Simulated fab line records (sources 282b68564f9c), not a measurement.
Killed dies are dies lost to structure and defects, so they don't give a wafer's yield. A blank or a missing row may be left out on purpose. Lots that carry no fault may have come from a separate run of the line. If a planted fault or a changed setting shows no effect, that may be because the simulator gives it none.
A struck lot beside a sound one :: flow ritCmos :: 15 steps out of a route of 202
Sound: the wafers L865.3, L865.5, L865.6. Wafers struck: L877.3, L877.5, L877.6. The cause comes at the end.
For every step that has rows: the tool of each side, followed by ch and its chambers, followed by its first start. Under that, the readings that differ: sound wafers :: struck wafers :: difference of the means :: sigmas: that difference in standard deviations of wafers without a fault.
alike: a reading whose means differ by less than 2 such deviations, as well as words and numbers matching on both sides. not compared: withheld readings; readings where some wafer has no value; bounds like >300 that might hide an equal value; numbers whose values overlap and for which the record gives no deviation.
The two part at a step that has a row with sigmas, a row that says differs or no value, or rows on one side only. Non-overlapping numbers with no deviation appear without sigmas and do not part them. A reading missing from all wafers of one side parts the sides only when that side holds two or more wafers.

first, 1 step without rows for these wafers: RIT_PWELL_DEVELOP_05 (develop time 68 s).
RIT_PWELL_OVL_MEAS_06:
  sound on overlay-02 at day 2 05:07; struck on overlay-02 at day 4 16:52
  alike: PWELL_OVL
then, 2 steps without rows for these wafers: RIT_PWELL_HARDBAKE_07 (time 120 s); RIT_PWELL_IMPLANT_08.
RIT_PWELL_STRIP_09: strips in O2, time 180 s.
  sound on plasmaAsher-01 ch 0,1, day 2 05:36; struck on plasmaAsher-01 ch 0,1, day 4 17:20
  alike: drypumpMotorCurrentA
  not compared: rfHoursCounterH
RIT_PWELL_TW_MEAS_10:
  sound on filmMetro-01 at day 2 05:44; struck on filmMetro-01 at day 4 17:29
  alike: PWELL_TW
then, 1 step without rows for these wafers: RIT_WELLDRIVE_ANNEAL_00 (time 14700 s).
RIT_WELLDRIVE_RS_MEAS_01: measurement is done with a four-point probe.
  sound on filmMetro-03 at day 2 11:38; struck on filmMetro-01 at day 4 22:38
  alike: NWELL_RS
RIT_WELLDRIVE_RS_MEAS_02: measurement is done with a four-point probe.
  sound on filmMetro-03 at day 2 11:45; struck on filmMetro-01 at day 4 22:46
  alike: PWELL_RS
then, 3 steps without rows for these wafers: RIT_NRETRO_HMDS_00 (prime time 60 s); RIT_NRETRO_COAT_01 (resist thk 1300 nm); RIT_NRETRO_SOFTBAKE_02 (time 60 s).
RIT_NRETRO_EXPOSE_03: exposes mask M4, target cd 43900 nm.
  sound on ilineStepper-01 ch 0, day 2 12:19; struck on ilineStepper-02 ch 0, day 4 23:20
reading: model.NRETRO.overlayXNm (nm)
sound: -0.1263 -0.1263 -0.1263
struck: 4.913 4.913 4.913
difference: +5.039
sigmas: 
  alike: mask, exposureDoseMJCm2
next, for these wafers, 1 step has no rows: RIT_NRETRO_PEB_04.
RIT_M1_PROBE_99:
  sound on prober-01 at day 3 19:51; struck on prober-02 at day 6 05:09
  alike: killed_at_M0_to_M3, killedAtFrontEnd, killedDies, killedOnRim, killedOpen, killedShort

== WHERE THEY PART ==
Nowhere in this record.

WHY: what had been put in by the simulator
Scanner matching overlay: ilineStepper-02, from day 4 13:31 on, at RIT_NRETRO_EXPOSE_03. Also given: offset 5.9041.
